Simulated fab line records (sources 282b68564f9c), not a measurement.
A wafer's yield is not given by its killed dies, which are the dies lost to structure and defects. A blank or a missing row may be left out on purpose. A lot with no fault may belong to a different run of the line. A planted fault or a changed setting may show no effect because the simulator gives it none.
A single fault, viewed from 2 desks	flow ritCmos	every desk sees just its own numbers, and what lay behind them comes last

FROM THE METROLOGY DESK
Means of the sampled wafers that have a number, per lot and without regard to the tool the lot ran on: this is what the gauges read. A lot is out of limits, marked OUT, if its mean lies more than 4 standard deviations from the usual mean; the brackets give that distance.
Columns: A = SILICIDE_TI_RS at RIT_SILICIDE_RS_MEAS_02, usual 47.6 ohm/sq; B = SILICIDE_TI_THK at RIT_SILICIDE_THK_MEAS_03, usual 30.6 nm
lot	first seen here	A	B
L991	day 3 11:39	46.4	31.1
L992	day 3 14:49	48.7	30.1
L993	day 3 22:34	47.0	31.1
L994	day 4 00:58	48.0	30.4
L996	day 4 10:54	47.6	30.7
L999	day 5 06:05	44.8 (-4.2) OUT	32.1 (+4.1) OUT
L104	day 6 07:34	47.0	31.1
L106	day 6 16:26	47.5	30.5
L108	day 7 01:29	47.9	30.5
L110	day 7 13:37	47.5	30.7
L111	day 7 18:43	47.7	30.4
L112	day 7 20:19	48.9	30.0
L113	day 8 04:28	47.6	30.4
This desk reports L999 out of limits; the earliest was L999 at day 5 06:05 (SILICIDE_TI_RS at RIT_SILICIDE_RS_MEAS_02). Within limits: L991, L992, L993, L994, L996, L104, L106, L108, L110, L111, L112, L113.

TOOL OWNER'S DESK, pvdSputter-02
The tool's own readings at RIT_SILICIDE_SPUTTER_01 (material Ti, target thk 30 nm, time 240 s): means of the sampled wafers that have a number, for each lot that ran on this tool. A lot is out of limits, marked OUT, if its mean lies more than 4 standard deviations from the usual mean; the brackets give that distance.
Columns: A = throttleValvePct at RIT_SILICIDE_SPUTTER_01, usual 30.0 %
lot	first seen here	A
L991	day 3 11:30	29.6
L993	day 3 22:22	30.6
L999	day 5 05:56	29.5
L111	day 7 18:34	29.9
L113	day 8 04:17	30.3
This desk found nothing out of limits on any of the 5 lots.

ALL TOGETHER
On L999, the metrology desk was in a position to raise an alarm at day 5 06:05.
Nothing out of limits was seen by the tool owner's desk.
On record at the tool owner's desk: L999, within its limits.
The lots listed all ran RIT_SILICIDE_SPUTTER_01 on pvdSputter-02.

WHAT THE SIMULATOR HAD PUT IN
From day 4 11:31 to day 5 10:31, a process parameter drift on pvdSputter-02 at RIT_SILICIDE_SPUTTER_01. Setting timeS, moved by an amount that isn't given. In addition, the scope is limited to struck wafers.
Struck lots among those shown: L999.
Delay in hours, fault start to first out-of-limits reading, per desk: metrology desk 19.
